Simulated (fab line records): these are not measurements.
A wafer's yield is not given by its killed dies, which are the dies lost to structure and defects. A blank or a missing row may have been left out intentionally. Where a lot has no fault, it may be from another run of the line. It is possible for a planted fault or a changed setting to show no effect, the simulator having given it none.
Problem report in the 8D (eight disciplines) form, filled by code / flow rit-cmos / the parts of the form that need people (team, actions taken, sign-off) are left out

## 1. WHAT WENT WRONG
run-length-s at RIT_GATE_ETCH_19 reads a mean of 215.5 s on 1 wafer of 1 lot; wafers without a fault read 193.1 s with a standard deviation of 0.48. Relative to the usual mean, that is a shift of +47 standard deviations.
The step: etches poly-Si in SF6/CHF3/O2, stops on SiO2, time 165 s, target depth 312.5 nm.
The first sign was on wafer L521.4 at day 5 11:33, on rie-si-02. At this step, 15 wafers from 5 lots have a number in the record. Rule for "out" (also "out of limits"): further than 4 standard deviations from the usual mean. The rest of the wafers with a number are treated as sound.

## 2. WHAT THIS IS AND IS NOT
question=which readings at this step | is=run-length-s | is not=drypump-motor-current-A, throttle-valve-pct
question=which lots | is=L521 | is not=L507, L515, L524, L530
question=which wafers of those lots | is=L521.4 | is not=L521.1, L521.2
question=read on which tools | is=rie-si-02 | is not=rie-si-01
question=when | is=from day 5 11:33 | is not=up to then (8 sound wafers); but 6 sound wafers of L524, L530 came after

## 3. SUSPECTS, AND WHAT RULES EACH OUT
Counting: a tool at a process step up to the reading stays a suspect if it ran every lot that is out. Sound lots after the first of them don't rule it out here, since some wafers of a struck lot are sound.
- rie-si-02 at RIT_GATE_ETCH_19 (etches poly-Si in SF6/CHF3/O2, stops on SiO2, time 165 s, target depth 312.5 nm): kept. It processed L521, the lot that is out, at day 5 11:33, and its most recent sound lot before then was L515 at day 4 08:19. Its own run-length-s readings are out on those wafers.
- At RIT_GATE_ETCH_19, inside rie-si-02: chamber 0 took the wafers that are out, while their sound lot-mates went through chambers 2, 3.
Remaining after the count: rie-si-02 at RIT_GATE_ETCH_19.

## 4. THE CAUSE (what the simulator had put in)
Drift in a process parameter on rie-si-02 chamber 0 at RIT_GATE_ETCH_19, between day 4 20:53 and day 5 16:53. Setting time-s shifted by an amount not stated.
Only this tool survived the counting.

## 5. THE EFFECT CHAIN, in route order
Each row: a reading where the mean over the struck wafers with a number is more than 3 standard deviations away from the usual. Only readings for which the record gives a usual standard deviation are gone through. hours: the time from each lot's start at the first step in this table that gives one to its start at this step, as a median over the lots. sigmas: the change in usual standard deviations.
hours=0; step=RIT_GATE_ETCH_19; reading=oes-product-au; usual=0.845 a.u.; on struck wafers=0.794; change=-0.051; sigmas=-3.4
hours=0; step=RIT_GATE_ETCH_19; reading=run-length-s; usual=193.1 s; on struck wafers=215.5; change=+22.4; sigmas=+47
Process steps it contains:
- RIT_GATE_ETCH_19: etches poly-Si in SF6/CHF3/O2, stops on SiO2, time 165 s, target depth 312.5 nm.

## 6. HOW IT WOULD HAVE BEEN CAUGHT EARLIER
In this record no reading fell out of limits until day 5 11:33, 15 hours after the fault had begun at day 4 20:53.
